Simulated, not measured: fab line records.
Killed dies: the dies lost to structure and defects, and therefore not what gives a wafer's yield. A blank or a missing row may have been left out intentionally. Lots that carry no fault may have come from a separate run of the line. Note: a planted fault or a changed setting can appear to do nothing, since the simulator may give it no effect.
What tool caused it? ; flow ritCmos ; 21 wafers from 7 lots sampled at 2 of the route's 202 steps

## WHAT THE GAUGES READ, wafer by wafer
RIT_NWELL_OVL_MEAS_06.
lot;measured;on;NWELL_OVL (nm)
L459;day 2 08:37;overlay-02;2.9 -0.1 0.8
L462;day 2 21:19;overlay-02;0.5 -1.3 1.0
L464;day 3 09:34;overlay-02;-2.2 0.8 -1.4
L472;day 4 23:47;overlay-02;0.2 1.4 0.0
L475;day 5 20:11;overlay-01;0.8 -1.7 0.7
L477;day 6 03:03;overlay-01;-1.1 -1.9 -0.8
L479;day 6 10:29;overlay-02;1.5 0.9 -0.2

## EACH LOT AND THE TOOL THAT RAN IT (in order: tool; ch and the chambers of the sampled wafers; start)
lot;RIT_FOX2_WET_ETCH_03
L459;wetBench-04 ch 1, day 2 06:10
L462;wetBench-01 ch 3, day 2 19:37
L464;wetBench-02 ch 0, day 3 07:52
L472;wetBench-02 ch 2, day 4 22:05
L475;wetBench-01 ch 2, day 5 18:25
L477;wetBench-04 ch 0, day 6 00:28
L479;wetBench-02 ch 2, day 6 08:47
- RIT_FOX2_WET_ETCH_03: etches Si3N4 in H3PO4, target depth 195 nm, time 2700 s.

## THE ANSWER, worked out from the rows above alone
Rule: the usual values come from the lots themselves. Put in order of their means at a reading, lots are off if they are a third of the lots or fewer, leave a main group of 4 or more, and stand apart from it by a gap of 3 or more times the standard deviation of the main group's means; of several such gaps the widest counts. Not used: any main group whose means are identical at the precision the tables above print for the reading. Also off: a lot with no number at a reading for which 4 or more lots have one. All remaining lots with rows at the step are treated as sound.
Nothing can be told from this: no lot is off at any reading shown.

## WHAT WAS PUT IN BY THE SIMULATOR
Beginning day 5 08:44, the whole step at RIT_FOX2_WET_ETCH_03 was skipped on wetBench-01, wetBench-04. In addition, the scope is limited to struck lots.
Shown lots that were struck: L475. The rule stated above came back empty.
